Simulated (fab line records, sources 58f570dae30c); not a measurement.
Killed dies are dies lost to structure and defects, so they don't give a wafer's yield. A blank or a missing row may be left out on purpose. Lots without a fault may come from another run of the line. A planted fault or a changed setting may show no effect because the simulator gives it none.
A struck lot beside a sound one | flow berkeley_cmos170 | 15 steps out of a route of 331
Sound: wafers L232.2, L232.3, L232.6. Struck: wafers L239.2, L239.3, L239.6. The cause comes at the end.
At each step with rows: each side's tool, then ch and its chambers, then its first start. Under that, the readings that differ: sound wafers | struck wafers | difference of the means | sigmas: that difference in standard deviations of wafers without a fault.
alike: readings whose means differ by less than 2 such deviations, and words and numbers that are the same on both sides. not compared: withheld readings, readings that some wafer has no value for, bounds like >300 that may hide the same value, and numbers for which the record gives no deviation and whose values overlap.
The two part at a step that has a row with sigmas, a row that says differs or no value, or rows on one side only. Numbers that don't overlap but have no deviation are shown without sigmas and don't part them. A reading that every wafer of one side lacks parts them only if that side has two wafers or more.

first, 2 steps without rows for these wafers: UCB170_M2_COAT_05 (resist thk 900 nm); UCB170_M2_SOFTBAKE_06 (time 60 s).
UCB170_M2_STRIP_07: strips in O2.
  sound on plasma_asher-04 ch 0,1, day 9 19:46; struck on plasma_asher-04 ch 0,1, day 11 00:02
  alike: drypump_motor_current_A, oes_product_au, strip_time_to_endpoint_s
  not compared: rf_hours_counter_h
then, 7 steps without rows for these wafers: UCB170_M2_STRIP_08 (strips KrF in DMSO, time 600 s); UCB170_M2_COAT_09; UCB170_M2_COAT_10 (resist thk 900 nm); UCB170_M2_SOFTBAKE_11 (time 60 s); UCB170_M2_EXPOSE_12 (exposes mask METAL2, target cd 700 nm); UCB170_M2_PEB_13; UCB170_M2_DEVELOP_14 (develop time 45 s).
UCB170_M2_CD_MEAS_15: target cd 700 nm.
  sound on cd_sem-01, day 9 21:01; struck on cd_sem-01, day 11 02:39
  alike: cd_nm
UCB170_M2_OVL_MEAS_16:
  sound on overlay-02, day 9 21:07; struck on overlay-02, day 11 02:45
  alike: M2_OVL
UCB170_M2_ETCH_17: etches BARC in N2/H2.
  sound on rie_diel-01 ch 0,1, day 9 21:09; struck on rie_diel-01 ch 1,3, day 11 02:47
  reading               | sound             | struck            | difference | sigmas
  oes_product_au (a.u.) | 0.985 0.973 0.984 | 0.861 0.854 0.861 | -0.122     | -7
  alike: drypump_motor_current_A, n2_flow_sccm, throttle_valve_pct
UCB170_M2_METAL_ETCH_18: etches Al in Cl2/BCl3, stops on SiO2, target depth 1170 nm, time 195 s.
  sound on rie_metal-03 ch 0,1, day 9 21:12; struck on rie_metal-02 ch 0,1, day 11 02:50
  alike: drypump_motor_current_A, oes_product_au, throttle_valve_pct
  not compared: rf_hours_counter_h
UCB170_M3_PROBE_99:
  the record has rows for the sound wafers here (prober-01, day 10 03:06) and none for the struck ones

WHERE THEY PART
First at UCB170_M2_ETCH_17; last, within this record, at UCB170_M3_PROBE_99.

WHY: what the simulator had put in
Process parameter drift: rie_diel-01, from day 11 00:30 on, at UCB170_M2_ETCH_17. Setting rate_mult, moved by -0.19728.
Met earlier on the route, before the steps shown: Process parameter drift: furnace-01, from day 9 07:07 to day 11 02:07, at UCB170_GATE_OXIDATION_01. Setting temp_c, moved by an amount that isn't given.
